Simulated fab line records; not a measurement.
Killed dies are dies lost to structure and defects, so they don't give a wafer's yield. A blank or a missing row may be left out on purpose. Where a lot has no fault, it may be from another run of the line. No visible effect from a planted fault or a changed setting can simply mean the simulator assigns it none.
Check for tools in common    flow berkeley cmos170    Sampled: 14 lots, 42 wafers

## WHAT PROMPTED THE OPENING
At UCB170_PWELL_THK_MEAS_06 the reading PWELL_NITRIDE_THK is flagged on 2 of 14 lots. Fault-free wafers read 220.3 nm, with a standard deviation of 2.2.
Rule: a lot is flagged in two cases, either no wafer of it has a number, or all its wafers with numbers fall more than 4 standard deviations from that mean. The rest of the lots are taken to be sound.

lot   measured     on             PWELL_NITRIDE_THK (nm), wafer by wafer  flag
L337  day 2 18:47  film metro-04  220.9 220.7 220.7                       
L339  day 3 05:13  film metro-01  217.2 216.7 216.8                       
L340  day 3 08:50  film metro-01  219.5 218.9 217.5                       
L341  day 3 14:52  film metro-03  221.9 220.0 222.5                       
L344  day 4 05:05  film metro-03  220.6 221.4 222.1                       
L346  day 4 13:50  film metro-03  164.6 163.7 164.5                       FLAGGED
L345  day 4 13:50  film metro-04  160.4 161.1 161.4                       FLAGGED
L351  day 5 15:20  film metro-01  221.5 222.2 221.2                       
L354  day 6 07:16  film metro-04  219.4 220.1 220.2                       
L356  day 6 21:01  film metro-04  219.3 220.4 219.7                       
L357  day 7 07:00  film metro-04  225.2 221.9 223.8                       
L358  day 7 13:43  film metro-01  220.3 217.9 219.2                       
L359  day 7 13:44  film metro-04  218.7 218.3 217.1                       
L360  day 7 23:41  film metro-01  217.9 217.9 217.8                       
Average over the flagged lots: 162.6 nm; offset from the usual -57.7 nm, equal to -26 standard deviations.

## LOT BY LOT: THE TOOL USED
The record keeps 1 process step preceding the reading, out of 331 steps on the route. Each cell gives the tool, then ch followed by the chambers the sampled wafers passed through, then the start.
lot   flag     UCB170_PWELL_CVD_05
L337           lpcvd-02 ch 0, day 2 16:51
L339           lpcvd-02 ch 1, day 3 03:17
L340           lpcvd-01 ch 1, day 3 05:58
L341           lpcvd-02 ch 1, day 3 12:57
L344           lpcvd-01 ch 0, day 4 03:07
L346  FLAGGED  lpcvd-02 ch 1, day 4 10:57
L345  FLAGGED  lpcvd-02 ch 0, day 4 10:57
L351           lpcvd-01 ch 0, day 5 13:24
L354           lpcvd-01 ch 1, day 6 05:22
L356           lpcvd-01 ch 0, day 6 19:05
L357           lpcvd-01 ch 0, day 7 05:05
L358           lpcvd-02 ch 1, day 7 11:49
L359           lpcvd-02 ch 1, day 7 11:49
L360           lpcvd-01 ch 0, day 7 21:44
What is done by these steps:
- UCB170_PWELL_CVD_05: deposits Si3N4 from SiH2Cl2/NH3, target thk 220 nm, time 3300 s.
- UCB170_PWELL_THK_MEAS_06

## FLAGGED OVER TOTAL, TOOL BY TOOL (the gauges that took the reading come last)
step                      tool           lots run  flagged  share of the flagged lots  sound lots run after its first flagged lot
UCB170_PWELL_CVD_05       lpcvd-01       7         0        none                       -
UCB170_PWELL_CVD_05       lpcvd-02       7         2        all                        2 (L358,L359)
UCB170_PWELL_THK_MEAS_06  film metro-01  5         0        none                       -
UCB170_PWELL_THK_MEAS_06  film metro-03  3         1        some                       0
UCB170_PWELL_THK_MEAS_06  film metro-04  6         1        some                       4 (L354,L356,L357,L359)

## WHAT THE TABLE PERMITS
All flagged lots share 1 row of the table, namely lpcvd-02 at UCB170_PWELL_CVD_05.
- lpcvd-02 at UCB170_PWELL_CVD_05 ran 7 lots, 2 of them flagged. After the first flagged lot (L358, L359), sound lots still ran on it; a lasting fault on the whole tool would not permit that. Its own readings lie more than 4 standard deviations out on every wafer of the flagged lots: spike tc centre C, spike tc load C, spike tc source C, susceptor temp C.
Every row of the table either missed a flagged lot or ran a sound lot after the first.

## WHAT WAS PUT IN BY THE SIMULATOR
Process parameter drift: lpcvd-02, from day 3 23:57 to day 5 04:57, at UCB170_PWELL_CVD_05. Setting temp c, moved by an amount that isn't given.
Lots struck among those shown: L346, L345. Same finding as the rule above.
